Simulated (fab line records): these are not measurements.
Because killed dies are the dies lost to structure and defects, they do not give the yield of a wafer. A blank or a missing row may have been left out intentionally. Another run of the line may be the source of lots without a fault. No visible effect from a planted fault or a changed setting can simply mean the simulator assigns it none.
fab line records -- flow berkeley_cmos170 -- part 1 of 2: steps 1 to 28 of 39
[record] lots = 5, wafers = 15, last_day = 12
route steps=331 shown NWELL@15 PWELL@34
lots untouched by any fault: they come from a run of this same line in which no faults occurred
start_h: hours from the record's opening day to when the first of the lot's shown wafers began -- wait_h: how many hours have passed since the lot's step before this one -- " identical to the entry in the row above -- L1.1+2: several wafers, shown together as one row -- - no value present, or no start provided -- * or withheld: withheld -- < > ~ a bound
route shown NAME@n: a module of which the file shows steps, and the number in the route of the first -- usual: the fault-free wafers' mean and standard deviation -- same: alike in all rows -- chamber/n: place in a boat -- sites: each site's reading -- _std_site: standard deviation of those values -- _edge_site: inner sites' mean taken away from outer sites' mean -- radius_mm: for every site, how far away it sits from the centre of the wafer -- mask NAME#n: copy n -- behind: the most recent tool/chamber to have shaped the wafer -- hold: reason for holding the lot/hours on hold/outcome of the hold -- device: the transistor (n, p or np) that didn't switch -- end of line: the route-end tests of the same wafers -- where a step has no rows: the recipe by itself -- killed: at the first sort, the dies lost to defects and structure; wafer yield is something else -- map: per-die view of a wafer (x killed, . not killed, _ where there is no die)
set.NAME: the setting that was run; set.NAME@STEP: the one run at that earlier step -- model.NAME: the simulator's own value behind a step, which no gauge read
lots at some steps of the route; a table a step, a row a wafer
services: a tool's chamber out of use, with start hour (start_h, from the record's first day; less than 0 if before it), hours out, and reason
[[steps]]
[step UCB170_NWELL_OXIDATION_01]
[recipe] temp_c = 1000, ambient = O2, target_thk_a = 264, ox_time_s = 1260
[usual] spike_tc_centre_C = 1003.1/1.4
lot.wafer,tool,chamber,start_h,wait_h,spike_tc_centre_C
L076.2,furnace-04,0,31.58,2.2,1004.9
L076.3,furnace-04,0,31.58,2.2,1003.5
L076.4,furnace-04,0,31.58,2.2,1003.5
L080.1,furnace-04,0,56.57,1.8,1004.2
L080.2,furnace-04,0,56.57,1.8,1002.3
L080.5,furnace-04,0,56.57,1.8,1005.4
L090.2,furnace-04,0,101.27,1.7,1004.7
L090.3,furnace-04,0,101.27,1.7,1004.6
L090.6,furnace-04,0,101.27,1.7,1005.3
L092.2,furnace-03,0,117.06,2.9,1002.0
L092.5,furnace-03,0,117.06,2.9,1002.2
L092.6,furnace-03,0,117.06,2.9,1001.8
L095.1,furnace-03,0,131.06,3.7,1002.2
L095.2,furnace-03,0,131.06,3.7,1000.9
L095.5,furnace-03,0,131.06,3.7,1001.3
[step UCB170_NWELL_THK_MEAS_02]
[recipe] reads = SiO2_of_NWELL_OXIDATION_01
[usual] NWELL_OXIDE_THK = 26.6/0.5
lot.wafer,tool,chamber,start_h,wait_h,NWELL_OXIDE_THK[nm]
L076.2,film_metro-02,-,32.94,0.0,28.0
L076.3,film_metro-02,-,32.94,0.0,27.7
L076.4,film_metro-02,-,32.94,0.0,27.8
L080.1,film_metro-03,-,57.92,0.0,26.5
L080.2,film_metro-03,-,57.92,0.0,26.3
L080.5,film_metro-03,-,57.92,0.0,26.3
L090.2,film_metro-03,-,102.65,0.0,26.7
L090.3,film_metro-03,-,102.65,0.0,26.5
L090.6,film_metro-03,-,102.65,0.0,26.7
L092.2,film_metro-02,-,118.42,0.0,26.6
L092.5,film_metro-02,-,118.42,0.0,27.4
L092.6,film_metro-02,-,118.42,0.0,27.3
L095.1,film_metro-01,-,132.41,0.0,26.5
L095.2,film_metro-01,-,132.41,0.0,27.0
L095.5,film_metro-01,-,132.41,0.0,26.5
[step UCB170_NWELL_ANNEAL_03]
[recipe] temp_c = 1000, time_s = 900, ambient = N2
[usual] spike_tc_centre_C = 1003.1/1.3
lot.wafer,tool,chamber,start_h,wait_h,spike_tc_centre_C
L076.2,furnace-01,0,34.60,1.6,1003.5
L076.3,furnace-01,0,34.60,1.6,1002.9
L076.4,furnace-01,0,34.60,1.6,1004.1
L080.1,furnace-03,0,58.91,1.0,1001.6
L080.2,furnace-03,0,58.91,1.0,1000.4
L080.5,furnace-03,0,58.91,1.0,1003.1
L090.2,furnace-04,0,105.78,3.1,1003.7
L090.3,furnace-04,0,105.78,3.1,1003.3
L090.6,furnace-04,0,105.78,3.1,1004.6
L092.2,furnace-01,0,122.81,4.4,1003.3
L092.5,furnace-01,0,122.81,4.4,1003.5
L092.6,furnace-01,0,122.81,4.4,1002.2
L095.1,furnace-01,0,134.16,1.7,1001.6
L095.2,furnace-01,0,134.16,1.7,1002.4
L095.5,furnace-01,0,134.16,1.7,1003.0
[step UCB170_NWELL_CVD_04]
[recipe] material = Si3N4, target_thk_nm = 224, temp_c = 800, precursor = SiH2Cl2/NH3, time_s = 3360, pressure_mtorr = 200, sih2cl2_flow_sccm = 25, nh3_flow_sccm = 75
[usual] spike_tc_centre_C = 801.8/1.3
lot.wafer,tool,chamber,start_h,wait_h,spike_tc_centre_C
L076.2,lpcvd-01,1,35.85,0.0,802.1
L076.3,lpcvd-01,1,35.85,0.0,800.4
L076.4,lpcvd-01,1,35.85,0.0,800.9
L080.1,lpcvd-01,1,60.16,0.0,802.1
L080.2,lpcvd-01,1,60.16,0.0,802.7
L080.5,lpcvd-01,1,60.16,0.0,802.3
L090.2,lpcvd-02,1,107.03,0.0,802.9
L090.3,lpcvd-02,1,107.03,0.0,804.3
L090.6,lpcvd-02,1,107.03,0.0,802.6
L092.2,lpcvd-01,1,124.06,0.0,803.2
L092.5,lpcvd-01,1,124.06,0.0,800.3
L092.6,lpcvd-01,1,124.06,0.0,802.8
L095.1,lpcvd-01,1,135.41,0.0,801.5
L095.2,lpcvd-01,1,135.41,0.0,801.6
L095.5,lpcvd-01,1,135.41,0.0,802.0
[step UCB170_NWELL_THK_MEAS_05]
[recipe] reads = Si3N4_of_NWELL_CVD_04
[usual] NWELL_NITRIDE_THK = 224.1/2.6
lot.wafer,tool,chamber,start_h,wait_h,NWELL_NITRIDE_THK[nm]
L076.2,film_metro-01,-,37.79,0.0,226.4
L076.3,film_metro-01,-,37.79,0.0,226.0
L076.4,film_metro-01,-,37.79,0.0,225.5
L080.1,film_metro-03,-,62.10,0.0,223.6
L080.2,film_metro-03,-,62.10,0.0,224.0
L080.5,film_metro-03,-,62.10,0.0,222.9
L090.2,film_metro-02,-,108.98,0.0,227.2
L090.3,film_metro-02,-,108.98,0.0,225.2
L090.6,film_metro-02,-,108.98,0.0,225.6
L092.2,film_metro-03,-,126.00,0.0,219.0
L092.5,film_metro-03,-,126.00,0.0,221.5
L092.6,film_metro-03,-,126.00,0.0,219.0
L095.1,film_metro-03,-,137.34,0.0,225.1
L095.2,film_metro-03,-,137.34,0.0,222.8
L095.5,film_metro-03,-,137.34,0.0,223.0
[step UCB170_NWELL_HMDS_06]
[recipe] prime_time_s = 60, prime_temp_c = 100
[usual] chill_plate_temp_C = 23.02/0.1
lot.wafer,tool,chamber,start_h,wait_h,chill_plate_temp_C
L076.2,litho_track-04,0,37.99,0.2,23.04
L076.3,litho_track-04,0,37.99,0.2,23.13
L076.4,litho_track-04,0,37.99,0.2,23.13
L080.1,litho_track-03,0,62.24,0.1,23.01
L080.2,litho_track-03,0,62.24,0.1,23.06
L080.5,litho_track-03,0,62.24,0.1,23.06
L090.2,litho_track-03,0,109.29,0.3,23.09
L090.3,litho_track-03,0,109.29,0.3,23.11
L090.6,litho_track-03,0,109.29,0.3,23.01
L092.2,litho_track-02,0,126.16,0.1,23.17
L092.5,litho_track-02,0,126.16,0.1,23.19
L092.6,litho_track-02,0,126.16,0.1,23.26
L095.1,litho_track-03,0,137.40,0.1,22.95
L095.2,litho_track-03,0,137.40,0.1,22.98
L095.5,litho_track-03,0,137.40,0.1,23.14
[step UCB170_NWELL_COAT_07]
[recipe] resist = KrF, spin_rpm = 1500, resist_thk_nm = 900
[usual] chill_plate_temp_C = 22.99/0.11
lot.wafer,tool,chamber,start_h,wait_h,chill_plate_temp_C
L076.2,litho_track-04,0,38.14,0.1,23.07
L076.3,litho_track-04,0,38.14,0.1,23.01
L076.4,litho_track-04,0,38.14,0.1,23.11
L080.1,litho_track-03,0,62.39,0.1,23.02
L080.2,litho_track-03,0,62.39,0.1,23.01
L080.5,litho_track-03,0,62.39,0.1,23.06
L090.2,litho_track-03,0,109.44,0.1,23.05
L090.3,litho_track-03,0,109.44,0.1,22.92
L090.6,litho_track-03,0,109.44,0.1,23.04
L092.2,litho_track-02,0,126.31,0.1,23.17
L092.5,litho_track-02,0,126.31,0.1,23.19
L092.6,litho_track-02,0,126.31,0.1,23.08
L095.1,litho_track-03,0,137.55,0.1,23.09
L095.2,litho_track-03,0,137.55,0.1,22.85
L095.5,litho_track-03,0,137.55,0.1,22.82
[step UCB170_NWELL_SOFTBAKE_08]
[recipe] resist = KrF, temp_c = 130, time_s = 60
[usual] chill_plate_temp_C = 23.00/0.086
lot.wafer,tool,chamber,start_h,wait_h,chill_plate_temp_C
L076.2,litho_track-04,0,38.29,0.1,22.83
L076.3,litho_track-04,0,38.29,0.1,23.07
L076.4,litho_track-04,0,38.29,0.1,22.96
L080.1,litho_track-03,0,62.54,0.1,23.19
L080.2,litho_track-03,0,62.54,0.1,23.20
L080.5,litho_track-03,0,62.54,0.1,23.07
L090.2,litho_track-03,0,109.59,0.1,22.82
L090.3,litho_track-03,0,109.59,0.1,22.96
L090.6,litho_track-03,0,109.59,0.1,23.12
L092.2,litho_track-02,0,126.46,0.1,23.06
L092.5,litho_track-02,0,126.46,0.1,23.07
L092.6,litho_track-02,0,126.46,0.1,22.97
L095.1,litho_track-03,0,137.70,0.1,23.06
L095.2,litho_track-03,0,137.70,0.1,23.14
L095.5,litho_track-03,0,137.70,0.1,23.06
[step UCB170_NWELL_EXPOSE_09]
[recipe] mask_id = NWELL, target_cd_nm = 3000, na = 0.5, sigma_outer = 0.6, source_shape = conventional, dose_mj = 25
[same] na = 0.5
lot.wafer,tool,chamber,start_h,wait_h,mask
L076.2+3+4,krf_scanner-02,0,38.43,0.1,NWELL#0
L080.1+2+5,krf_scanner-02,0,62.84,0.3,NWELL#0
L090.2+3+6,krf_scanner-02,0,109.74,0.1,NWELL#0
L092.2+5+6,krf_scanner-02,0,126.64,0.2,NWELL#0
L095.1+2+5,krf_scanner-01,0,138.07,0.3,NWELL#0
[step UCB170_NWELL_PEB_10]
[recipe] peb_temp_c = 130, peb_time_s = withheld, resist = KrF
[usual] chill_plate_temp_C = 22.99/0.1
lot.wafer,tool,chamber,start_h,wait_h,chill_plate_temp_C
L076.2,litho_track-04,0,38.89,0.4,23.13
L076.3,litho_track-04,0,38.89,0.4,22.89
L076.4,litho_track-04,0,38.89,0.4,23.02
L080.1,litho_track-03,0,63.59,0.7,23.24
L080.2,litho_track-03,0,63.59,0.7,23.06
L080.5,litho_track-03,0,63.59,0.7,23.29
L090.2,litho_track-02,0,110.23,0.5,22.88
L090.3,litho_track-02,0,110.23,0.5,22.96
L090.6,litho_track-02,0,110.23,0.5,22.92
L092.2,litho_track-04,0,126.76,0.1,22.78
L092.5,litho_track-04,0,126.76,0.1,22.96
L092.6,litho_track-04,0,126.76,0.1,22.93
L095.1,litho_track-03,0,138.36,0.3,23.01
L095.2,litho_track-03,0,138.36,0.3,22.98
L095.5,litho_track-03,0,138.36,0.3,23.04
[step UCB170_NWELL_DEVELOP_11]
[recipe] developer = TMAH, develop_time_s = 45, resist = KrF, dev_temp_c = 21
[usual] chill_plate_temp_C = 23.01/0.11, developer_temp_C = 20.99/0.11
lot.wafer,tool,chamber,start_h,wait_h,chill_plate_temp_C,developer_temp_C
L076.2,litho_track-04,0,-,-,23.20,20.91
L076.3,litho_track-04,0,-,-,23.21,20.95
L076.4,litho_track-04,0,-,-,23.05,20.87
L080.1,litho_track-03,0,-,-,22.97,21.00
L080.2,litho_track-03,0,-,-,22.87,21.05
L080.5,litho_track-03,0,-,-,22.99,21.00
L090.2,litho_track-02,0,-,-,22.95,20.99
L090.3,litho_track-02,0,-,-,23.16,20.90
L090.6,litho_track-02,0,-,-,23.03,21.16
L092.2,litho_track-04,0,-,-,23.03,21.00
L092.5,litho_track-04,0,-,-,23.01,20.90
L092.6,litho_track-04,0,-,-,23.18,20.90
L095.1,litho_track-03,0,-,-,23.17,21.12
L095.2,litho_track-03,0,-,-,22.97,20.94
L095.5,litho_track-03,0,-,-,23.12,20.90
[step UCB170_NWELL_OVL_MEAS_12]
[usual] NWELL_OVL = -4/5.9
lot.wafer,tool,chamber,start_h,wait_h,NWELL_OVL[nm]
L076.2,overlay-01,-,39.14,-,2
L076.3,overlay-01,-,39.14,-,-11
L076.4,overlay-01,-,39.14,-,0
L080.1,overlay-01,-,63.87,-,-1
L080.2,overlay-01,-,63.87,-,0
L080.5,overlay-01,-,63.87,-,-5
L090.2,overlay-01,-,110.48,-,1
L090.3,overlay-01,-,110.48,-,-13
L090.6,overlay-01,-,110.48,-,-4
L092.2,overlay-01,-,127.02,-,-13
L092.5,overlay-01,-,127.02,-,-5
L092.6,overlay-01,-,127.02,-,-8
L095.1,overlay-02,-,138.63,-,0
L095.2,overlay-02,-,138.63,-,-2
L095.5,overlay-02,-,138.63,-,-5
[step UCB170_NWELL_ETCH_13]
[recipe] chemistry = CH3F/Ar/O2, target = Si3N4, stop_on = SiO2, CH3F_flow_sccm = 20, Ar_flow_sccm = 50, O2_flow_sccm = 7, pressure_mtorr = 50, rf_w = 450, target_depth_a = 2464, over_etch_frac = 0.1, time_s = 154
[usual] drypump_motor_current_A = 5.7/0.43, oes_product_au = 0.942/0.017, throttle_valve_pct = 8.08/0.17
lot.wafer,tool,chamber,start_h,wait_h,drypump_motor_current_A,oes_product_au,rf_hours_counter_h,throttle_valve_pct
L076.2,rie_diel-03,2,39.17,0.0,5.0,0.932,139,8.23
L076.3,rie_diel-03,3,39.17,0.0,5.8,0.925,80,7.93
L076.4,rie_diel-03,2,39.17,0.0,5.0,0.933,-,8.23
L080.1,rie_diel-02,1,63.91,0.0,6.0,0.938,26,8.09
L080.2,rie_diel-02,2,63.91,0.0,6.2,0.944,2,8.24
L080.5,rie_diel-02,0,63.91,0.0,5.1,0.956,-,8.21
L090.2,rie_diel-04,1,110.51,0.0,5.9,0.944,163,7.79
L090.3,rie_diel-04,3,110.51,0.0,6.3,0.957,53,7.80
L090.6,rie_diel-04,1,110.51,0.0,5.9,0.937,-,7.78
L092.2,rie_diel-02,1,127.05,0.0,6.0,0.923,29,8.07
L092.5,rie_diel-02,2,127.05,0.0,6.2,0.943,-,8.23
L092.6,rie_diel-02,1,127.05,0.0,6.0,0.928,-,8.07
L095.1,rie_diel-03,1,138.67,0.0,5.8,0.965,6,8.17
L095.2,rie_diel-03,2,138.67,0.0,5.0,0.931,143,8.23
L095.5,rie_diel-03,3,138.67,0.0,5.8,0.914,-,7.92
[step UCB170_NWELL_IMPLANT_14]
[recipe] species = P, dose_cm2 = 1e+13, energy_kev = 150, tilt_deg = 7
lot.wafer,tool,chamber,start_h,wait_h
L076.2+3+4,implanter-03,0,39.30,0.1
L080.1+2+5,implanter-03,0,64.01,0.1
L090.2+3+6,implanter-02,0,110.76,0.2
L092.2+5+6,implanter-03,0,127.17,0.1
L095.1+2+5,implanter-02,0,138.77,0.1
[step UCB170_NWELL_STRIP_15]
[recipe] chemistry = O2, power_w = 400, pressure_mtorr = 3500, platen_temp_c = withheld, o2_flow_sccm = 400, overash_fraction = 0.5
[usual] drypump_motor_current_A = 5.7/0.44, oes_product_au = 0.721/0.0047, strip_time_to_endpoint_s = 18.04/0.076
lot.wafer,tool,chamber,start_h,wait_h,drypump_motor_current_A,oes_product_au,rf_hours_counter_h,strip_time_to_endpoint_s
L076.2,plasma_asher-01,0,39.42,0.1,5.9,0.719,33,18.12
L076.3,plasma_asher-01,1,39.42,0.1,6.4,0.719,-,18.08
L076.4,plasma_asher-01,0,39.42,0.1,5.9,0.724,-,18.09
L080.1,plasma_asher-04,1,64.16,0.1,5.0,0.719,35,18.09
L080.2,plasma_asher-04,0,64.16,0.1,5.9,0.728,35,18.09
L080.5,plasma_asher-04,1,64.16,0.1,5.0,0.723,-,17.99
L090.2,plasma_asher-03,1,110.88,0.1,5.6,0.725,32,17.91
L090.3,plasma_asher-03,1,110.88,0.1,5.6,0.730,-,17.97
L090.6,plasma_asher-03,1,110.88,0.1,5.5,0.723,-,17.92
L092.2,plasma_asher-03,0,127.30,0.1,5.6,0.717,34,18.02
L092.5,plasma_asher-03,1,127.30,0.1,5.5,0.707,-,17.99
L092.6,plasma_asher-03,0,127.30,0.1,5.6,0.716,-,17.99
L095.1,plasma_asher-01,0,138.92,0.1,5.9,0.715,2,17.96
L095.2,plasma_asher-01,1,138.92,0.1,6.4,0.717,2,17.84
L095.5,plasma_asher-01,0,138.92,0.1,5.9,0.714,-,17.93
[step UCB170_NWELL_TW_MEAS_16]
[usual] NWELL_TW = 1234/5.5
lot.wafer,tool,chamber,start_h,wait_h,NWELL_TW
L076.2,film_metro-03,-,39.53,0.1,1238
L076.3,film_metro-03,-,39.53,0.1,1240
L076.4,film_metro-03,-,39.53,0.1,1237
L080.1,film_metro-03,-,64.26,0.1,1235
L080.2,film_metro-03,-,64.26,0.1,1234
L080.5,film_metro-03,-,64.26,0.1,1233
L090.2,film_metro-01,-,110.99,0.1,1234
L090.3,film_metro-01,-,110.99,0.1,1238
L090.6,film_metro-01,-,110.99,0.1,1237
L092.2,film_metro-01,-,127.41,0.1,1234
L092.5,film_metro-01,-,127.41,0.1,1236
L092.6,film_metro-01,-,127.41,0.1,1232
L095.1,film_metro-03,-,139.02,0.1,1229
L095.2,film_metro-03,-,139.02,0.1,1234
L095.5,film_metro-03,-,139.02,0.1,1230
[step UCB170_NWELL_CLEAN_17]
[recipe] chemistry = SPM, temp_c = 120, time_s = 600
lot.wafer,tool,chamber,start_h,wait_h
L076.2+3+4,wet_bench-03,3,39.58,0.0
L080.1+2+5,wet_bench-01,2,64.32,0.1
L090.2+3+6,wet_bench-04,1,112.02,1.0
L092.2+5+6,wet_bench-04,2,127.58,0.2
L095.1+2+5,wet_bench-04,3,141.89,2.9
[step UCB170_NWELL_WET_ETCH_18]
[recipe] chemistry = H3PO4, target = Si3N4, temp_c = 160, time_s = 14400
lot.wafer,tool,chamber,start_h,wait_h
L076.2+3+4,wet_bench-03,2,39.93,0.2
L080.1+2+5,wet_bench-03,1,64.49,0.0
L090.2+3+6,wet_bench-04,1,112.87,0.6
L092.2+5+6,wet_bench-01,2,127.85,0.1
L095.1+2+5,wet_bench-04,3,142.59,0.5
[step UCB170_NWELL_WET_ETCH_19]
[recipe] chemistry = BOE, dilution = 5:1, target = SiO2, temp_c = 25, time_s = 22
lot.wafer,tool,chamber,start_h,wait_h
L076.2+3+4,wet_bench-03,0,44.17,0.2
L080.1+2+5,wet_bench-04,2,68.50,0.0
L090.2+3+6,wet_bench-01,2,117.64,0.0
L092.2+5+6,wet_bench-01,2,132.29,0.4
L095.1+2+5,wet_bench-01,2,146.91,0.3
[step UCB170_PWELL_CLEAN_00]
[recipe] chemistry = SPM, temp_c = 120, time_s = 600
lot.wafer,tool,chamber,start_h,wait_h
L076.2+3+4,wet_bench-03,3,44.43,0.2
L080.1+2+5,wet_bench-04,3,68.52,0.0
L090.2+3+6,wet_bench-04,1,117.66,0.0
L092.2+5+6,wet_bench-01,0,132.48,0.2
L095.1+2+5,wet_bench-04,0,146.95,0.0
[step UCB170_PWELL_CLEAN_01]
[recipe] chemistry = dHF, dilution = 25:1, time_s = 60
lot.wafer,tool,chamber,start_h,wait_h
L076.2+3+4,wet_bench-01,2,44.60,0.0
L080.1+2+5,wet_bench-03,1,68.70,0.0
L090.2+3+6,wet_bench-01,2,117.83,0.0
L092.2+5+6,wet_bench-01,3,132.68,0.0
L095.1+2+5,wet_bench-04,2,147.13,0.0
[step UCB170_PWELL_OXIDATION_02]
[recipe] temp_c = 1000, ambient = O2, target_thk_a = 264, ox_time_s = 1260
[usual] spike_tc_centre_C = 1002.2/1.2
lot.wafer,tool,chamber,start_h,wait_h,spike_tc_centre_C
L076.2,furnace-03,0,47.63,3.0,1001.5
L076.3,furnace-03,0,47.63,3.0,1001.9
L076.4,furnace-03,0,47.63,3.0,1001.3
L080.1,furnace-03,0,70.95,2.2,1000.7
L080.2,furnace-03,0,70.95,2.2,1000.5
L080.5,furnace-03,0,70.95,2.2,1002.6
L090.2,furnace-03,0,122.76,4.9,1001.3
L090.3,furnace-03,0,122.76,4.9,1001.9
L090.6,furnace-03,0,122.76,4.9,1001.2
L092.2,furnace-03,0,133.91,1.2,1000.9
L092.5,furnace-03,0,133.91,1.2,1001.7
L092.6,furnace-03,0,133.91,1.2,1001.4
L095.1,furnace-03,0,149.46,2.3,1000.7
L095.2,furnace-03,0,149.46,2.3,1003.1
L095.5,furnace-03,0,149.46,2.3,1003.0
[step UCB170_PWELL_THK_MEAS_03]
[recipe] reads = SiO2_of_PWELL_OXIDATION_02
[usual] PWELL_OXIDE_THK = 26.5/0.42
lot.wafer,tool,chamber,start_h,wait_h,PWELL_OXIDE_THK[nm]
L076.2,film_metro-03,-,48.99,0.0,26.2
L076.3,film_metro-03,-,48.99,0.0,26.1
L076.4,film_metro-03,-,48.99,0.0,26.6
L080.1,film_metro-02,-,72.30,0.0,26.4
L080.2,film_metro-02,-,72.30,0.0,26.5
L080.5,film_metro-02,-,72.30,0.0,26.2
L090.2,film_metro-04,-,124.12,0.0,26.7
L090.3,film_metro-04,-,124.12,0.0,26.8
L090.6,film_metro-04,-,124.12,0.0,27.1
L092.2,film_metro-03,-,135.33,0.1,26.6
L092.5,film_metro-03,-,135.33,0.1,26.6
L092.6,film_metro-03,-,135.33,0.1,26.6
L095.1,film_metro-02,-,150.81,0.0,27.2
L095.2,film_metro-02,-,150.81,0.0,26.8
L095.5,film_metro-02,-,150.81,0.0,26.8
[step UCB170_PWELL_ANNEAL_04]
[recipe] temp_c = 1000, time_s = 900, ambient = N2
[usual] spike_tc_centre_C = 1002.6/1.1
lot.wafer,tool,chamber,start_h,wait_h,spike_tc_centre_C
L076.2,furnace-01,0,50.90,1.9,1003.8
L076.3,furnace-01,0,50.90,1.9,1004.1
L076.4,furnace-01,0,50.90,1.9,1002.3
L080.1,furnace-03,0,76.40,4.1,1003.2
L080.2,furnace-03,0,76.40,4.1,1001.8
L080.5,furnace-03,0,76.40,4.1,1002.3
L090.2,furnace-02,0,127.76,3.6,1005.4
L090.3,furnace-02,0,127.76,3.6,1002.4
L090.6,furnace-02,0,127.76,3.6,1002.1
L092.2,furnace-01,0,135.41,0.1,1003.1
L092.5,furnace-01,0,135.41,0.1,1002.9
L092.6,furnace-01,0,135.41,0.1,1003.2
L095.1,furnace-02,0,154.46,3.6,1003.1
L095.2,furnace-02,0,154.46,3.6,1004.1
L095.5,furnace-02,0,154.46,3.6,1001.8
[step UCB170_PWELL_CVD_05]
[recipe] material = Si3N4, target_thk_nm = 220, temp_c = 800, precursor = SiH2Cl2/NH3, time_s = 3300, pressure_mtorr = 200, sih2cl2_flow_sccm = 25, nh3_flow_sccm = 75
[usual] spike_tc_centre_C = 801.6/1.2
lot.wafer,tool,chamber,start_h,wait_h,spike_tc_centre_C
L076.2,lpcvd-01,0,52.15,0.0,802.9
L076.3,lpcvd-01,0,52.15,0.0,802.5
L076.4,lpcvd-01,0,52.15,0.0,802.1
L080.1,lpcvd-02,1,79.42,1.8,802.4
L080.2,lpcvd-02,1,79.42,1.8,802.5
L080.5,lpcvd-02,1,79.42,1.8,803.7
L090.2,lpcvd-02,0,129.64,0.6,801.0
L090.3,lpcvd-02,0,129.64,0.6,799.8
L090.6,lpcvd-02,0,129.64,0.6,798.7
L092.2,lpcvd-01,1,137.34,0.7,799.0
L092.5,lpcvd-01,1,137.34,0.7,800.7
L092.6,lpcvd-01,1,137.34,0.7,803.9
L095.1,lpcvd-01,0,155.71,0.0,802.7
L095.2,lpcvd-01,0,155.71,0.0,800.5
L095.5,lpcvd-01,0,155.71,0.0,801.1
[step UCB170_PWELL_THK_MEAS_06]
[recipe] reads = Si3N4_of_PWELL_CVD_05
[usual] PWELL_NITRIDE_THK = 220.7/1.9
lot.wafer,tool,chamber,start_h,wait_h,PWELL_NITRIDE_THK[nm]
L076.2,film_metro-02,-,54.08,0.0,223.6
L076.3,film_metro-02,-,54.08,0.0,221.7
L076.4,film_metro-02,-,54.08,0.0,222.3
L080.1,film_metro-03,-,81.34,0.0,222.0
L080.2,film_metro-03,-,81.34,0.0,219.6
L080.5,film_metro-03,-,81.34,0.0,222.0
L090.2,film_metro-04,-,131.57,0.0,221.3
L090.3,film_metro-04,-,131.57,0.0,220.0
L090.6,film_metro-04,-,131.57,0.0,221.3
L092.2,film_metro-03,-,139.39,0.1,223.6
L092.5,film_metro-03,-,139.39,0.1,221.0
L092.6,film_metro-03,-,139.39,0.1,224.1
L095.1,film_metro-03,-,157.63,0.0,218.9
L095.2,film_metro-03,-,157.63,0.0,219.8
L095.5,film_metro-03,-,157.63,0.0,220.3
[step UCB170_PWELL_HMDS_07]
[recipe] prime_time_s = 60, prime_temp_c = 100
[usual] chill_plate_temp_C = 22.98/0.1
lot.wafer,tool,chamber,start_h,wait_h,chill_plate_temp_C
L076.2,litho_track-02,0,54.15,0.1,23.03
L076.3,litho_track-02,0,54.15,0.1,23.01
L076.4,litho_track-02,0,54.15,0.1,23.15
L080.1,litho_track-01,0,81.88,0.5,22.87
L080.2,litho_track-01,0,81.88,0.5,22.97
L080.5,litho_track-01,0,81.88,0.5,22.93
L090.2,litho_track-01,0,131.64,0.1,22.83
L090.3,litho_track-01,0,131.64,0.1,22.94
L090.6,litho_track-01,0,131.64,0.1,22.97
L092.2,litho_track-01,0,140.05,0.6,22.85
L092.5,litho_track-01,0,140.05,0.6,22.95
L092.6,litho_track-01,0,140.05,0.6,22.79
L095.1,litho_track-01,0,157.96,0.3,22.89
L095.2,litho_track-01,0,157.96,0.3,22.87
L095.5,litho_track-01,0,157.96,0.3,22.92
[step UCB170_PWELL_COAT_08]
[recipe] resist = KrF, spin_rpm = 1500, resist_thk_nm = 900
[usual] chill_plate_temp_C = 23.01/0.095
lot.wafer,tool,chamber,start_h,wait_h,chill_plate_temp_C
L076.2,litho_track-02,0,54.30,0.1,22.95
L076.3,litho_track-02,0,54.30,0.1,23.03
L076.4,litho_track-02,0,54.30,0.1,22.88
L080.1,litho_track-01,0,82.03,0.1,22.93
L080.2,litho_track-01,0,82.03,0.1,22.90
L080.5,litho_track-01,0,82.03,0.1,22.95
L090.2,litho_track-01,0,131.79,0.1,22.99
L090.3,litho_track-01,0,131.79,0.1,22.94
L090.6,litho_track-01,0,131.79,0.1,22.98
L092.2,litho_track-01,0,140.20,0.1,23.09
L092.5,litho_track-01,0,140.20,0.1,22.99
L092.6,litho_track-01,0,140.20,0.1,23.02
L095.1,litho_track-01,0,158.11,0.1,22.92
L095.2,litho_track-01,0,158.11,0.1,22.93
L095.5,litho_track-01,0,158.11,0.1,23.01
